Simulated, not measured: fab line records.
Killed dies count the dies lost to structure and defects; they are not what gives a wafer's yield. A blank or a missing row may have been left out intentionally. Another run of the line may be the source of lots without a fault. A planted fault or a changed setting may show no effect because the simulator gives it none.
Which tool was responsible? | flow ritCmos | 14 lots, 42 wafers sampled, at 2 steps of a route of 202

WHAT EACH GAUGE READ, for each wafer
The record lacks any reading of a measuring or inspecting step that a usual standard deviation could be used to judge.

EACH LOT AND THE TOOL THAT RAN IT (in order: tool; ch and the chambers of the sampled wafers; start)
lot  | RIT_M1_SOFTBAKE_05              | RIT_M1_PROBE_99
L853 | lithoTrack-02 ch 0, day 3 16:28 | prober-02, day 3 19:44
L854 | lithoTrack-02 ch 0, day 3 22:25 | -
L855 | lithoTrack-01 ch 0, day 4 01:51 | -
L856 | lithoTrack-02 ch 0, day 4 08:55 | -
L857 | lithoTrack-01 ch 0, day 4 14:07 | -
L858 | lithoTrack-04 ch 0, day 4 19:36 | -
L859 | lithoTrack-02 ch 0, day 4 23:06 | -
L861 | lithoTrack-01 ch 0, day 5 11:21 | -
L862 | lithoTrack-01 ch 0, day 5 13:51 | -
L865 | lithoTrack-04 ch 0, day 6 04:34 | prober-02, day 6 08:10
L866 | lithoTrack-02 ch 0, day 6 10:42 | prober-01, day 6 14:05
L867 | lithoTrack-02 ch 0, day 6 16:02 | prober-02, day 6 19:26
L868 | lithoTrack-02 ch 0, day 6 19:42 | prober-01, day 6 23:29
L873 | lithoTrack-02 ch 0, day 7 20:32 | prober-02, day 8 00:44
- RIT_M1_SOFTBAKE_05: time 60 s.
- RIT_M1_PROBE_99

AS READ BY THE TOOLS THEMSELVES (means over the sampled wafers that have a number; for cases with no such wafer, the mark the record gives instead)
RIT_M1_SOFTBAKE_05. Usual: chillPlateTempC 23.02 C, standard deviation 0.11; heaterPowerTotalW 34.57 W, standard deviation 0.051; plateTempC 90.04 C, standard deviation 0.12.
lot  | tool          | chillPlateTempC (C) | heaterPowerTotalW (W) | plateTempC (C) | flag
L853 | lithoTrack-02 | 23.02               | 34.58                 | 90.10          | 
L854 | lithoTrack-02 | 23.19               | 34.65                 | 90.09          | 
L855 | lithoTrack-01 | 22.96               | 34.58                 | 89.98          | 
L856 | lithoTrack-02 | 22.97               | 34.54                 | 90.03          | 
L857 | lithoTrack-01 | 23.01               | 34.57                 | 90.11          | 
L858 | lithoTrack-04 | 22.90               | 34.54                 | 90.15          | 
L859 | lithoTrack-02 | 22.94               | 34.54                 | 89.99          | 
L861 | lithoTrack-01 | 23.07               | 37.43                 | 95.53          | OFF
L862 | lithoTrack-01 | 22.93               | 37.46                 | 95.52          | OFF
L865 | lithoTrack-04 | 22.91               | 34.59                 | 89.99          | 
L866 | lithoTrack-02 | 23.09               | 34.56                 | 89.90          | 
L867 | lithoTrack-02 | 23.00               | 34.57                 | 89.96          | 
L868 | lithoTrack-02 | 23.03               | 34.59                 | 89.89          | 
L873 | lithoTrack-02 | 23.18               | 34.57                 | 89.96          | 

RIT_M1_PROBE_99. Usual: defectLimitedYield 97.2 %, standard deviation 1.1; killed_at_M0_to_M3 0.0, standard deviation 0.14; killedAtContacts 0.1, standard deviation 0.23; killedAtFrontEnd 7.3, standard deviation 2.9; killedDies 7.3, standard deviation 3; killedOpen 3.6, standard deviation 1.8; killedShort 3.7, standard deviation 2.1; sort_bin_3_pad_short 0.1 %, standard deviation 0.27; sort_bin_5_function 1.6 %, standard deviation 0.79; sort_bin_6_memory 1.0 %, standard deviation 0.64; sortNPass 256.7, standard deviation 3; sortYieldPct 97.2 %, standard deviation 1.1.
lot  | tool      | defectLimitedYield (%) | killed_at_M0_to_M3 | killedAtContacts | killedAtFrontEnd | killedDies | killedOpen | killedShort | sort_bin_3_pad_short (%) | sort_bin_5_function (%) | sort_bin_6_memory (%) | sortNPass | sortYieldPct (%) | flag
L853 | prober-02 | 97.0                   | 0.0                | 0.3              | 7.7              | 8.0        | 3.3        | 4.7         | 0.4                      | 1.2                     | 1.5                   | 256.0     | 97.0             | 
L865 | prober-02 | 96.5                   | 0.0                | 0.0              | 9.3              | 9.3        | 4.7        | 4.7         | 0.1                      | 2.2                     | 1.3                   | 254.7     | 96.5             | 
L866 | prober-01 | 97.3                   | 0.0                | 0.0              | 7.0              | 7.0        | 3.3        | 3.7         | 0.0                      | 1.8                     | 0.9                   | 257.0     | 97.3             | 
L867 | prober-02 | 97.6                   | 0.0                | 0.0              | 6.3              | 6.3        | 2.0        | 4.3         | 0.1                      | 1.6                     | 0.6                   | 257.7     | 97.6             | 
L868 | prober-01 | 97.9                   | 0.0                | 0.3              | 5.3              | 5.7        | 1.7        | 4.0         | 0.1                      | 1.4                     | 0.6                   | 258.3     | 97.9             | 
L873 | prober-02 | 96.7                   | 0.0                | 0.3              | 8.3              | 8.7        | 4.3        | 4.0         | 0.0                      | 2.0                     | 1.3                   | 255.3     | 96.7             | 

THE ANSWER, worked out from the rows above alone
Rule: take the mean of a lot's wafers that have a number; if it is more than 3 standard deviations from the usual mean, the lot is off. A lot without any number at a reading at which 4 lots or more have one is off too. Where the step has rows for the other lots, those lots are counted as sound. After the gauges, taken in route order, come the tools' own readings; for these a lot's mean is taken, as printed above. The first step at which some lot is off is used, and at that step the reading that is off furthest; a lot without a number counts as furthest.
Off: L861, L862, at RIT_M1_SOFTBAKE_05 (heaterPowerTotalW).
A tool fits if, at that step or a process step before it, it ran every lot that is off, and no sound lot after the first of them. One candidate fits, namely lithoTrack-01 at RIT_M1_SOFTBAKE_05. A fault onset in the window from L857 (day 4 14:07, its last sound lot) to L861 (day 5 11:21, its first lot off) fits.
The tool's own readings at RIT_M1_SOFTBAKE_05 bear it out: on the lots that are off they differ by more than 5 times the standard deviation of the sound lots' means. heaterPowerTotalW reads 37.45 W there against 34.57 W on the sound lots; plateTempC reads 95.53 C there against 90.01 C on the sound lots.

WHAT THE SIMULATOR HAD PUT IN
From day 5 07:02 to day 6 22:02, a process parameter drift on lithoTrack-01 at RIT_M1_SOFTBAKE_05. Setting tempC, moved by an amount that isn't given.
Struck lots among those shown: L861, L862. The rule above reached the same finding.
